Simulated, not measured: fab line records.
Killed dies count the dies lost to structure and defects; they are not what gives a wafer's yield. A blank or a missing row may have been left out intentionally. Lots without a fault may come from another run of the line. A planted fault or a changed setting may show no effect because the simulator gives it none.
A struck lot beside a sound one -- flow rit_cmos -- 27 out of 202 route steps
Sound: the wafers L970.1, L970.3, L970.5. Struck: wafers L977.2, L977.4, L977.6. The cause is given at the end.
Per side, at each step with rows, come the tool, then ch with its chambers, and then its first start. Under that, the readings that differ: sound wafers -- struck wafers -- difference of the means -- sigmas: that difference in standard deviations of wafers without a fault.
alike: readings with means less than 2 such deviations apart, plus words and numbers identical on both sides. not compared: withheld readings, readings lacking a value on some wafer, bounds such as >300 that could conceal the same value, and numbers that have no deviation in the record and whose values overlap.
Wherever a step has rows on one side only, a row that says differs or no value, or a row with sigmas, the two part there. Numbers that have no deviation but don't overlap get no sigmas and don't part them. Lack of a reading on every wafer of one side parts them only where that side has two or more wafers.

first, 4 steps without rows for these wafers: RIT_CONTACT_SOFTBAKE_04 (time 60 s); RIT_CONTACT_EXPOSE_05 (exposes mask M11, target cd 1000 nm); RIT_CONTACT_PEB_06; RIT_CONTACT_DEVELOP_07 (develop time 120 s).
RIT_CONTACT_CD_MEAS_08: target cd 1000 nm.
  sound on cd_sem-02, day 6 10:16; struck on cd_sem-02, day 7 13:38
  alike: cd_nm
RIT_CONTACT_OVL_MEAS_09:
  sound on overlay-02, day 6 10:23; struck on overlay-01, day 7 13:44
  alike: CONTACT_OVL
then, 1 step without rows for these wafers: RIT_CONTACT_HARDBAKE_10 (time 60 s).
RIT_CONTACT_ETCH_11: etches SiO2 in CHF3/CF4/Ar, stops on TiSi2, target depth 480 nm, time 320 s.
  sound on rie_diel-04 ch 0,1,2, day 6 10:45; struck on rie_diel-04 ch 1,3, day 7 13:56
  alike: drypump_motor_current_A, oes_product_au, throttle_valve_pct
  not compared: rf_hours_counter_h
RIT_CONTACT_STRIP_12: strips in O2, time 180 s.
  sound on plasma_asher-02 ch 0,1, day 6 10:56; struck on plasma_asher-02 ch 0,1, day 7 14:08
  alike: drypump_motor_current_A
  not compared: rf_hours_counter_h
RIT_CONTACT_CD_MEAS_90: target cd 1000 nm.
  sound on cd_sem-02, day 6 11:07; struck on cd_sem-02, day 7 14:22
  alike: cd_nm
then, 2 steps without rows for these wafers: RIT_CONTACT_CLEAN_13 (cleans in SC1, time 600 s); RIT_CONTACT_CLEAN_14 (cleans in SC2, time 600 s).
RIT_M1_SPUTTER_00: material Al, target thk 400 nm, time 500 s.
  sound on pvd_sputter-01, day 6 11:36; struck on pvd_sputter-03, day 7 15:19
  alike: throttle_valve_pct
RIT_M1_RS_MEAS_01: measures by four-point-probe.
  sound on film_metro-01, day 6 11:54; struck on film_metro-02, day 7 15:37
reading,sound,struck,difference,sigmas
M1_AL_RS (ohm/sq),0.0729 0.0721 0.0727,0.0360 0.0364 0.0364,-0.0363,-52
RIT_M1_THK_MEAS_02: measures by xrf.
  sound on film_metro-01, day 6 12:01; struck on film_metro-02, day 7 15:44
reading,sound,struck,difference,sigmas
M1_AL_THK (nm),401 404 402,806 796 797,+397,+99 or more
then, 6 steps without rows for these wafers: RIT_M1_HMDS_03 (prime time 60 s); RIT_M1_COAT_04 (resist thk 1300 nm); RIT_M1_SOFTBAKE_05 (time 60 s); RIT_M1_EXPOSE_06 (exposes mask M12, target cd 2600 nm); RIT_M1_PEB_07; RIT_M1_DEVELOP_08 (develop time 68 s).
RIT_M1_CD_MEAS_09: target cd 2600 nm.
  sound on cd_sem-02, day 6 13:03; struck on cd_sem-02, day 7 16:51
  alike: cd_nm
RIT_M1_OVL_MEAS_10:
  sound on overlay-01, day 6 13:10; struck on overlay-01, day 7 16:57
  alike: M1_OVL
then, 1 step without rows for these wafers: RIT_M1_HARDBAKE_11 (time 120 s).
RIT_M1_METAL_ETCH_12: etches Al in Cl2/BCl3, stops on SiO2, time 165 s, target depth 600 nm.
  sound on rie_metal-03 ch 0, day 6 13:28; struck on rie_metal-01 ch 1, day 7 17:17
reading,sound,struck,difference,sigmas
oes_product_au (a.u.),0.791 0.795 0.783,0.985 0.983 0.990,+0.196,+16
throttle_valve_pct (%),8.32 8.34 8.33,8.01 7.99 8.00,-0.33,-3
model.etch.depth_nm (nm),402.3 406.1 403.7,587.1 586.6 584.4,+182.0,
model.M1.feature_depth_nm (nm),434.8 438.7 436.3,587.1 586.6 584.4,+149.4,
  alike: drypump_motor_current_A
  not compared: rf_hours_counter_h
then, 1 step without rows for these wafers: RIT_M1_STRIP_13 (strips in nmp, time 600 s).
RIT_M1_PROBE_99:
  sound on prober-02, day 6 16:03; struck on prober-01, day 7 20:14
reading,sound,struck,difference,sigmas
defect_limited_yield (%),97.3 98.1 98.1,0 0 0,-98,-98
killed_at_M0_to_M3,0 0 0,255 255 254,+255,+99 or more
killed_dies,7 5 5,264 264 264,+258,+96
killed_on_rim,3 2 1,70 70 70,+68,+52
sort_bin_5_function (%),1.1 1.5 0.4,97.7 98.9 98.5,+97.4,+99 or more
sort_n_pass,257.0 259.0 259.0,0 0 0,-258,-96
sort_yield_pct (%),97.3 98.1 98.1,0 0 0,-98,-98
  alike: killed_at_contacts, killed_at_front_end, killed_open, killed_short, sort_bin_3_pad_short, sort_bin_6_memory

## WHERE THEY PART
Earliest at RIT_M1_RS_MEAS_01; latest, in this record, at RIT_M1_PROBE_99.

WHY: the cause the simulator had injected
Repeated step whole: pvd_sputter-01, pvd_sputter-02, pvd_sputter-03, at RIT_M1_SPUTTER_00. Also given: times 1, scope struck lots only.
